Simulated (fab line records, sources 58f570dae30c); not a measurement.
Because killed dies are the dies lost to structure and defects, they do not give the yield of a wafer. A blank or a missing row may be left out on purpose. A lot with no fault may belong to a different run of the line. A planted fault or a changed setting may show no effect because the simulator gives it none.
One fault through the eyes of 2 desks / flow berkeley-cmos170 / numbers are kept per desk, each desk with only its own; the story behind them comes last

== FOR THE TOOL OWNER'S DESK: plasma-asher-02 ==
The tool's own readings at UCB170_ZERO_STRIP_07 (strips in O2): means of the sampled wafers that have a number, for each lot that ran on this tool. Marked OUT: a lot whose mean sits more than 4 standard deviations from the usual mean, which makes it out of limits; the brackets give that distance.
Columns: A = chamber-pressure-mTorr at UCB170_ZERO_STRIP_07, usual 3500.1 mTorr; B = drypump-motor-current-A at UCB170_ZERO_STRIP_07, usual 5.6 A; C = o2-flow-sccm at UCB170_ZERO_STRIP_07, usual 399.9 sccm; D = oes-product-au at UCB170_ZERO_STRIP_07, usual 0.727 a.u.; E = strip-time-to-endpoint-s at UCB170_ZERO_STRIP_07, usual 21.49 s
lot=L671; first seen here=day 2 18:55; A=3501.6; B=5.3; C=400.9; D=0.726; E=21.49
lot=L673; first seen here=day 3 06:18; A=3498.3; B=5.3; C=399.2; D=0.725; E=21.38
lot=L674; first seen here=day 3 11:12; A=3501.4; B=5.3; C=400.3; D=0.725; E=21.39
lot=L675; first seen here=day 3 20:58; A=3497.5; B=5.3; C=400.1; D=0.725; E=21.53
lot=L679; first seen here=day 4 12:22; A=3502.1; B=5.6; C=400.3; D=0.729; E=21.46
lot=L681; first seen here=day 5 02:14; A=3501.3; B=5.6; C=400.1; D=0.728; E=21.44
This desk found nothing out of limits on any of the 6 lots.

== METROLOGY DESK ==
What the gauges read for every lot (on any tool): the sampled wafers with a number, averaged. Marked OUT: a lot whose mean sits more than 4 standard deviations from the usual mean, which makes it out of limits; the brackets give that distance.
Columns: A = M2_AL_THK at UCB170_M2_THK_MEAS_03, usual 902 nm; B = V2_TEOS_THK at UCB170_V2_THK_MEAS_01, usual 2010 nm
lot=L666; first seen here=day 7 07:58; A=907; B=2024
lot=L667; first seen here=day 7 15:43; A=896; B=2004
lot=L670; first seen here=day 8 01:01; A=901; B=1984
lot=L671; first seen here=day 8 21:44; A=898; B=1994
lot=L673; first seen here=day 9 03:52; A=898; B=1987
lot=L675; first seen here=day 9 09:41; A=908; B=2053
lot=L674; first seen here=day 9 09:52; A=893; B=2044
lot=L677; first seen here=day 9 10:07; A=903; B=2026
lot=L679; first seen here=day 10 06:43; A=910; B=2011
lot=L680; first seen here=day 11 06:19; A=916; B=2021
lot=L681; first seen here=day 11 06:49; A=900; B=1990
lot=L687; first seen here=day 11 23:25; A=911; B=2019
lot=L688; first seen here=day 12 05:29; A=903; B=2018
lot=L689; first seen here=day 12 08:29; A=907; B=2018
This desk found nothing out of limits on any of the 14 lots.

== TAKEN TOGETHER ==
Nothing out of limits was seen by the tool owner's desk.
The metrology desk saw nothing out of limits.

== WHAT THE SIMULATOR HAD INSERTED ==
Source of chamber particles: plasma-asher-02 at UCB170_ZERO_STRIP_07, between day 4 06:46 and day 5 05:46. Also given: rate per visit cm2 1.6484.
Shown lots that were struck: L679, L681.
